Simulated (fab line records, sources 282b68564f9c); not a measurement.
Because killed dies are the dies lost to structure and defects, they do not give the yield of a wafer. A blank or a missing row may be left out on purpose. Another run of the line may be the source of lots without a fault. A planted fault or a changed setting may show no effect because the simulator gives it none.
A struck lot beside a sound one -- flow rit-cmos -- 17 steps out of a route of 202
Sound: wafers L734.1, L734.2, L734.3. The struck wafers were L728.1, L728.2, L728.5. The cause comes at the end.
Each step with rows lists, per side, the tool, then ch with its chambers, then its first start. Under that, the readings that differ: sound wafers -- struck wafers -- difference of the means -- sigmas: that difference in standard deviations of wafers without a fault.
alike: readings with means less than 2 such deviations apart, plus words and numbers identical on both sides. not compared: withheld readings, readings lacking a value on some wafer, bounds such as >300 that could conceal the same value, and numbers that have no deviation in the record and whose values overlap.
A row with sigmas, a row that says differs or no value, or rows on one side alone: a step with any of these is where the two part. Non-overlapping numbers with no deviation appear without sigmas and do not part them. Lack of a reading on every wafer of one side parts them only where that side has two or more wafers.

first, 1 step without rows for these wafers: RIT_PRETRO_DEVELOP_05 (develop time 68 s).
RIT_PRETRO_OVL_MEAS_06:
  sound on overlay-02 at day 5 18:11; struck on overlay-01 at day 4 18:03
  alike: PRETRO_OVL
then, 2 steps without rows for these wafers: RIT_PRETRO_HARDBAKE_07 (time 120 s); RIT_PRETRO_IMPLANT_08.
RIT_PRETRO_STRIP_09: strips in O2, time 180 s.
  sound on plasma-asher-01 ch 0,1, day 5 18:38; struck on plasma-asher-02 ch 0,1, day 4 18:29
  alike: drypump-motor-current-A
  not compared: rf-hours-counter-h
RIT_PRETRO_TW_MEAS_10:
  sound on film-metro-01 at day 5 18:48; struck on film-metro-01 at day 4 18:40
  alike: PRETRO_TW
then, 5 steps without rows for these wafers: RIT_GATE_WET_ETCH_00 (etches SiO2 in BOE, target depth 56 nm, time 60 s); RIT_GATE_CLEAN_01 (cleans in SC1, time 600 s); RIT_GATE_CLEAN_02 (cleans in dHF, time 30 s); RIT_GATE_CLEAN_03 (cleans in SC2, time 600 s); RIT_GATE_CLEAN_04 (cleans in dHF, time 60 s).
RIT_FOX2_THK_MEAS_91:
  sound on film-metro-04 at day 5 19:17; struck on film-metro-04 at day 4 19:10
  alike: FIELD_OXIDE_LEFT_2_THK
RIT_GATE_OXIDATION_05: target thk 3 nm, ox time 270 s.
  sound on furnace-01 ch 0, day 5 19:38; struck on furnace-04 ch 0, day 4 19:55
reading,sound,struck,difference,sigmas
model.SiO2_of_GATE_OXIDATION_05.thk-nm (nm),2.922 2.964 2.98,2.845 2.799 2.777,-0.148,
then, 1 step without rows for these wafers: RIT_GATE_ANNEAL_06 (time 600 s).
RIT_GATE_THK_MEAS_07:
  sound on film-metro-04 at day 5 21:44; struck on film-metro-02 at day 4 21:15
reading,sound,struck,difference,sigmas
GATE_OXIDE_THK (nm),2.96 2.95 2.91,2.82 2.73 2.74,-0.18,-3
then, 1 step without rows for these wafers: RIT_GATE_CVD_08 (deposits poly-Si from SiH4, target thk 250 nm, time 2220 s).
RIT_M1_PROBE_99:
  sound on prober-01 at day 6 22:41; struck on prober-01 at day 5 22:02
reading,sound,struck,difference,sigmas
model.etest.pmos_0p3.r-on-ohm-um,6135 6101 6133,5998 5908 5924,-180,
model.etest.nmos_0p3.r-on-ohm-um,2117 2118 2145,2104 2072 2086,-39,
model.etest.nmos_0p15.drive-ua-um,470.1 475.1 470.4,484.1 483.1 486.3,+12.6,
model.etest.nmos_0p3.drive-ua-um,234.9 233.7 230.8,239 242.8 244,+9,
model.etest.pmos_0p15.drive-ua-um,260.3 266.2 263.8,272.6 270.5 273.1,+8.6,
model.etest.pmos-turned.drive-ua-um,199.8 202.7 203,198.3 198.4 199.1,-3.2,
  alike: killed-at-contacts, killed-at-front-end, killed-dies, killed-open, killed-short
  not compared: model.etest.pmos_0p15.r-on-ohm-um, model.etest.nmos-narrow.drive-ua-um

== WHERE THEY PART ==
Only at RIT_GATE_THK_MEAS_07, within this record. Later steps at which nothing parts them and some readings are alike: RIT_M1_PROBE_99.

WHY: whatever the simulator had introduced
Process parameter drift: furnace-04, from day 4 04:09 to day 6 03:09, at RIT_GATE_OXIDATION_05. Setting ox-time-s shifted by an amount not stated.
